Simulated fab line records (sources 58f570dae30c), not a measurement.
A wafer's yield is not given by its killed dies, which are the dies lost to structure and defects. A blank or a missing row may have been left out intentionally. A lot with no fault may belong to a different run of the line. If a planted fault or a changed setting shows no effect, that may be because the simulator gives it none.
A lot that was struck, set against a sound lot | flow berkeley_cmos170 | 24 steps out of a route of 331
Sound: wafers L871.3, L871.4, L871.5. Wafers L874.1, L874.2, L874.4 were the ones struck. At the end, the cause is stated.
Per side, at each step with rows, come the tool, then ch with its chambers, and then its first start. Under that, the readings that differ: sound wafers | struck wafers | difference of the means | sigmas: that difference in standard deviations of wafers without a fault.
alike: readings whose means differ by less than 2 such deviations, and words and numbers that are the same on both sides. not compared: withheld readings, readings that some wafer has no value for, bounds like >300 that may hide the same value, and numbers for which the record gives no deviation and whose values overlap.
The two part at a step that has a row with sigmas, a row that says differs or no value, or rows on one side only. When numbers do not overlap yet have no deviation, they are printed without sigmas and do not part them. A reading that every wafer of one side lacks parts them only if that side has two wafers or more.

first, 4 steps without rows for these wafers: UCB170_PWELL_WET_ETCH_19 (etches Si3N4 in H3PO4, time 14400 s); UCB170_PWELL_WET_ETCH_20 (etches SiO2 in BOE, time 22 s); UCB170_WELLDRIVE_CLEAN_00 (cleans in SPM, time 600 s); UCB170_WELLDRIVE_OXIDATION_01 (target thk 199 nm, ox time 9000 s).
UCB170_WELLDRIVE_THK_MEAS_02:
  sound on film_metro-02, day 3 10:11; struck on film_metro-01, day 4 09:04
  alike: WELLDRIVE_OXIDE_THK
then, 5 steps without rows for these wafers: UCB170_WELLDRIVE_ANNEAL_03 (time 900 s); UCB170_WELLDRIVE_WET_ETCH_04 (etches SiO2 in BOE, time 120 s); UCB170_ACTIVE_CLEAN_00 (cleans in SPM, time 600 s); UCB170_ACTIVE_CLEAN_01 (cleans in dHF, time 60 s); UCB170_ACTIVE_OXIDATION_02 (target thk 26.4 nm, ox time 1260 s).
UCB170_ACTIVE_THK_MEAS_03:
  sound on film_metro-03, day 3 19:27; struck on film_metro-02, day 4 17:59
  alike: ACTIVE_OXIDE_THK
then, 1 step without rows for these wafers: UCB170_ACTIVE_ANNEAL_04 (time 900 s).
UCB170_ACTIVE_CVD_05: deposits Si3N4 from SiH2Cl2/NH3, target thk 220 nm, time 3300 s.
  sound on lpcvd-01 ch 0, day 3 21:59; struck on lpcvd-01 ch 0, day 4 20:37
  reading                                  | sound         | struck            | difference | sigmas
  model.Si3N4_of_ACTIVE_CVD_05.thk_nm (nm) | 223.6 222 223 | 337.9 337.1 338.8 | +115.1     |
  alike: spike_tc_load_C, susceptor_temp_C, zone_power_centre_pct
UCB170_ACTIVE_THK_MEAS_06:
  sound on film_metro-02, day 3 23:59; struck on film_metro-03, day 4 22:32
  reading                 | sound             | struck            | difference | sigmas
  ACTIVE_NITRIDE_THK (nm) | 223.6 222.0 223.2 | 337.8 337.1 338.7 | +114.9     | +57
then, 6 steps without rows for these wafers: UCB170_ACTIVE_HMDS_07 (prime time 60 s); UCB170_ACTIVE_COAT_08 (resist thk 900 nm); UCB170_ACTIVE_SOFTBAKE_09 (time 60 s); UCB170_ACTIVE_EXPOSE_10 (exposes mask ACTIVE, target cd 1200 nm); UCB170_ACTIVE_PEB_11; UCB170_ACTIVE_DEVELOP_12 (develop time 45 s).
UCB170_ACTIVE_CD_MEAS_13: the cd target is 1200 nm.
  sound on cd_sem-01, day 4 01:13; struck on cd_sem-01, day 4 23:26
  alike: cd_nm
UCB170_ACTIVE_OVL_MEAS_14:
  sound on overlay-01, day 4 01:18; struck on overlay-01, day 4 23:34
  alike: ACTIVE_OVL
UCB170_ACTIVE_ETCH_15: etches Si3N4 in CH3F/Ar/O2, stops on SiO2, target depth 242 nm, time 151 s.
  sound on rie_diel-01 ch 1,2,3, day 4 01:19; struck on rie_diel-04 ch 0,1,3, day 4 23:36
  reading                  | sound             | struck            | difference | sigmas
  oes_product_au (a.u.)    | 0.973 0.945 0.966 | 0.984 1.002 1.008 | +0.037     | +3
  model.etch.depth_nm (nm) | 223.6 222 223     | 237.6 241.3 234.4 | +14.9      |
  alike: drypump_motor_current_A, throttle_valve_pct
  not compared: rf_hours_counter_h
UCB170_ACTIVE_STRIP_16: strips in O2.
  sound on plasma_asher-01 ch 0,1, day 4 01:28; struck on plasma_asher-03 ch 0,1, day 4 23:42
  alike: drypump_motor_current_A, oes_product_au, strip_time_to_endpoint_s
  not compared: rf_hours_counter_h

## WHERE THEY PART
At UCB170_ACTIVE_THK_MEAS_06 first; at UCB170_ACTIVE_ETCH_15 last (within this record only). Later steps at which nothing parts them and some readings are alike: UCB170_ACTIVE_STRIP_16.

WHY: what had been put in by the simulator
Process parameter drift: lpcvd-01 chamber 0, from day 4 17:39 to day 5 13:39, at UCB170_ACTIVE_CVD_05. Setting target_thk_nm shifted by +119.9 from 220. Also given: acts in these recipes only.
